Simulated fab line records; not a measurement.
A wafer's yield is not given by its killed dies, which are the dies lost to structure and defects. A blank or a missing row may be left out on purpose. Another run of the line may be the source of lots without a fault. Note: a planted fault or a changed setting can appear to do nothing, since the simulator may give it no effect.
What tool caused it?	flow rit-cmos	7 lots, 21 wafers sampled, at 1 step of a route of 202

## WHAT EACH GAUGE READ, for each wafer
RIT_ACTIVE_BOW_MEAS_00.
lot	measured	on	INCOMING_BOW (um)
L455	day 1 20:01	film-metro-03	3 3 -1
L457	day 2 06:02	film-metro-02	5 -1 -1
L459	day 2 16:00	film-metro-02	-4 -14 2
L461	day 3 02:00	film-metro-04	0 -3 -2
L464	day 3 17:00	film-metro-02	-9 9 1
L472	day 5 09:00	film-metro-03	-5 -12 8
L476	day 6 05:01	film-metro-03	-10 0 2

## EACH LOT AND THE TOOL THAT RAN IT (in order: tool; ch and the chambers of the sampled wafers; start)
No process step before these readings appears in the record.

## THE ANSWER, worked out from the rows above alone
Rule: usual is defined by the lots themselves. Put in order of their means at a reading, lots are off if they are a third of the lots or fewer, leave a main group of 4 or more, and stand apart from it by a gap of 3 or more times the standard deviation of the main group's means; of several such gaps the widest counts. A main group whose means are all the same, to the digits that the tables above print for the reading, isn't used. A lot without any number at a reading at which 4 lots or more have one is off too. Where the step has rows for the other lots, those lots are counted as sound.
No lot is off on any of the readings shown, so nothing can be concluded from this.

## WHAT THE SIMULATOR HAD PUT IN
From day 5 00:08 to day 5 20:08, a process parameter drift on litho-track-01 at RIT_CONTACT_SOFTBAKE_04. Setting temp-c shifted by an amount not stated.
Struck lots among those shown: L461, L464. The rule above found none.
